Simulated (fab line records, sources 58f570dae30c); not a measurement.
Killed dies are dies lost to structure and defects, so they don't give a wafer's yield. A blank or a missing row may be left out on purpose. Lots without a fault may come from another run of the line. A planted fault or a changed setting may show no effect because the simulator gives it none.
Which tool did it? | flow berkeley_cmos170 | 15 lots, 45 wafers sampled, at 5 steps of a route of 331

WHAT THE GAUGES READ, wafer by wafer
UCB170_NSD_OVL_MEAS_07.
lot  | measured     | on         | NSD_OVL (nm)
L328 | day 8 04:33  | overlay-01 | 0 3 4
L326 | day 8 04:50  | overlay-01 | 5 -2 10
L323 | day 8 05:06  | overlay-01 | 4 7 5
L330 | day 9 09:59  | overlay-01 | -5 -2 -3
L332 | day 9 10:01  | overlay-02 | 4 3 3
L331 | day 9 10:23  | overlay-02 | 7 -1 -6
L333 | day 10 00:16 | overlay-01 | 4 5 1
L335 | day 10 00:37 | overlay-02 | 7 5 10
L336 | day 10 15:22 | overlay-01 | -2 -6 -11
L339 | day 11 04:33 | overlay-02 | -1 0 2
L340 | day 11 16:46 | overlay-01 | 4 5 2
L341 | day 11 17:01 | overlay-02 | -6 3 -3
L342 | day 12 01:19 | overlay-02 | -3 0 -2
L343 | day 12 02:02 | overlay-01 | 1 0 5
L346 | day 12 14:11 | overlay-01 | 10 12 7

UCB170_CONTACT_CD_MEAS_90: target cd 700 nm.
lot  | measured     | on        | cd_nm (nm)
L328 | day 8 13:18  | cd_sem-01 | 698.6 698.9 702.0
L326 | day 8 12:48  | cd_sem-01 | 697.4 697.7 697.9
L323 | day 8 13:26  | cd_sem-02 | 700.5 699.7 699.6
L330 | day 9 16:55  | cd_sem-01 | 698.7 700.5 698.6
L332 | day 9 17:17  | cd_sem-01 | 702.6 700.7 701.9
L331 | day 9 18:10  | cd_sem-01 | 700.1 699.6 698.8
L333 | day 10 07:31 | cd_sem-02 | 699.8 700.1 701.2
L335 | day 10 07:38 | cd_sem-02 | 697.7 700.9 699.8
L336 | day 10 23:35 | cd_sem-01 | 700.6 700.6 701.2
L339 | day 11 11:08 | cd_sem-01 | 700.5 701.5 702.1
L340 | day 12 01:44 | cd_sem-01 | 699.4 699.7 698.1
L341 | day 12 04:36 | cd_sem-02 | - - -
L342 | day 12 08:02 | cd_sem-01 | - - -
L343 | day 12 09:05 | cd_sem-02 | - - -
L346 | day 12 21:01 | cd_sem-02 | 698.7 698.2 697.6

UCB170_M1_OVL_MEAS_10.
lot  | measured     | on         | M1_OVL (nm)
L328 | day 8 15:28  | overlay-02 | 2 11 -2
L326 | day 8 14:50  | overlay-02 | 11 4 1
L323 | day 8 15:50  | overlay-02 | 0 2 -8
L330 | day 9 18:33  | overlay-02 | 1 5 -2
L332 | day 9 18:55  | overlay-01 | -6 5 7
L331 | day 9 19:40  | overlay-01 | -5 0 2
L333 | day 10 09:52 | overlay-02 | 3 -2 1
L335 | day 10 10:09 | overlay-02 | -3 9 9
L336 | day 11 01:24 | overlay-01 | -7 4 -1
L339 | day 11 13:01 | overlay-02 | 3 9 5
L340 | day 12 04:26 | overlay-02 | 4 6 8
L346 | day 12 23:17 | overlay-02 | -3 -10 -5

WHICH TOOL RAN EACH LOT (tool, then ch and the chambers of the sampled wafers, then the start)
lot  | UCB170_SDANNEAL_RTA_00           | UCB170_CONTACT_CVD_01
L328 | rtp_anneal-02 ch 0, day 8 05:53  | lpcvd-02 ch 0, day 8 07:12
L326 | rtp_anneal-02 ch 0, day 8 06:14  | lpcvd-01 ch 1, day 8 07:58
L323 | rtp_anneal-01 ch 0, day 8 06:26  | lpcvd-01 ch 0, day 8 07:58
L330 | rtp_anneal-01 ch 0, day 9 11:15  | lpcvd-01 ch 1, day 9 12:49
L332 | rtp_anneal-02 ch 0, day 9 11:16  | lpcvd-01 ch 0, day 9 12:49
L331 | rtp_anneal-01 ch 0, day 9 11:42  | lpcvd-02 ch 0, day 9 14:04
L333 | rtp_anneal-01 ch 0, day 10 01:31 | lpcvd-01 ch 0, day 10 02:40
L335 | rtp_anneal-02 ch 0, day 10 01:51 | lpcvd-02 ch 0, day 10 03:00
L336 | rtp_anneal-02 ch 0, day 10 16:52 | lpcvd-02 ch 1, day 10 19:33
L339 | rtp_anneal-02 ch 0, day 11 05:49 | lpcvd-01 ch 0, day 11 06:56
L340 | rtp_anneal-01 ch 0, day 11 18:01 | lpcvd-02 ch 1, day 11 19:14
L341 | rtp_anneal-02 ch 0, day 11 18:18 | lpcvd-01 ch 0, day 11 22:55
L342 | rtp_anneal-01 ch 0, day 12 02:57 | lpcvd-01 ch 1, day 12 04:06
L343 | rtp_anneal-01 ch 0, day 12 03:42 | lpcvd-02 ch 0, day 12 04:56
L346 | rtp_anneal-02 ch 0, day 12 15:37 | lpcvd-01 ch 0, day 12 17:07
- UCB170_SDANNEAL_RTA_00: time 10 s.
- UCB170_CONTACT_CVD_01: deposits PSG from SiH4/O2/PH3, target thk 700 nm, time 2820 s.

WHAT THE TOOLS THEMSELVES READ (means of the sampled wafers that have a number; where no wafer has one, the mark that the record gives instead)
UCB170_SDANNEAL_RTA_00.
lot  | tool          | lamp_power_pct (%) | wafer_temp_C_max
L328 | rtp_anneal-02 | 24.0               | 902.9
L326 | rtp_anneal-02 | 24.0               | 903.7
L323 | rtp_anneal-01 | 22.2               | 902.1
L330 | rtp_anneal-01 | 22.2               | 902.2
L332 | rtp_anneal-02 | 24.0               | 903.1
L331 | rtp_anneal-01 | 22.2               | 903.4
L333 | rtp_anneal-01 | 22.2               | 902.0
L335 | rtp_anneal-02 | 24.0               | 901.9
L336 | rtp_anneal-02 | 24.0               | 902.9
L339 | rtp_anneal-02 | 24.0               | 903.2
L340 | rtp_anneal-01 | 22.3               | 901.8
L341 | rtp_anneal-02 | 24.0               | 902.3
L342 | rtp_anneal-01 | 22.2               | 901.7
L343 | rtp_anneal-01 | 22.2               | 902.0
L346 | rtp_anneal-02 | 24.0               | 902.5

UCB170_CONTACT_CVD_01.
lot  | tool     | o2_flow_sccm (sccm) | ph3_flow_sccm (sccm) | pressure_mtorr (mTorr) | spike_tc_load_C (C)
L328 | lpcvd-02 | 89.93               | 24.99                | 300.1                  | 470.4
L326 | lpcvd-01 | 89.63               | 25.01                | 299.2                  | 472.5
L323 | lpcvd-01 | 89.62               | 25.00                | 299.3                  | 469.1
L330 | lpcvd-01 | 89.96               | 25.05                | 300.2                  | 473.0
L332 | lpcvd-01 | 89.68               | 24.97                | 300.4                  | 469.2
L331 | lpcvd-02 | 89.94               | 25.02                | 299.4                  | 469.7
L333 | lpcvd-01 | 89.83               | 25.00                | 300.5                  | 470.1
L335 | lpcvd-02 | 89.76               | 25.02                | 300.0                  | 471.0
L336 | lpcvd-02 | 89.95               | 25.05                | 300.2                  | 469.5
L339 | lpcvd-01 | 90.00               | 25.05                | 300.1                  | 470.9
L340 | lpcvd-02 | 90.01               | 25.09                | 300.0                  | 469.9
L341 | lpcvd-01 | -                   | -                    | -                      | -
L342 | lpcvd-01 | -                   | -                    | -                      | -
L343 | lpcvd-02 | -                   | -                    | -                      | -
L346 | lpcvd-01 | 89.91               | 25.11                | 299.1                  | 468.8

THE ANSWER, worked out from the rows above alone
Rule: what is usual is taken from the lots themselves. Put in order of their means at a reading, lots are off if they are a third of the lots or fewer, leave a main group of 4 or more, and stand apart from it by a gap of 3 or more times the standard deviation of the main group's means; of several such gaps the widest counts. A main group whose means are all the same, to the digits that the tables above print for the reading, isn't used. A lot without any number at a reading at which 4 lots or more have one is off too. The other lots that the step has rows for count as sound. The gauges are gone through in route order, then the tools' own readings, and for those a lot's mean is taken as printed above. The first step at which some lot is off is used, and at that step the reading that is off furthest; a lot without a number counts as furthest.
Off: L341, L342, L343, at UCB170_CONTACT_CD_MEAS_90 (cd_nm). Without a number there: L341, L342, L343. The main group: mean 699.8 nm, standard deviation 1.1.
A tool fits if, at a process step before that reading, it ran every lot that is off, and no sound lot after the first of them. The gauges at UCB170_CONTACT_CD_MEAS_90 aren't tried: what is off there is off at UCB170_CONTACT_CVD_01 too, on other tools, and a gauge's error can't cause that. None of those tried fits.

WHAT THE SIMULATOR HAD PUT IN
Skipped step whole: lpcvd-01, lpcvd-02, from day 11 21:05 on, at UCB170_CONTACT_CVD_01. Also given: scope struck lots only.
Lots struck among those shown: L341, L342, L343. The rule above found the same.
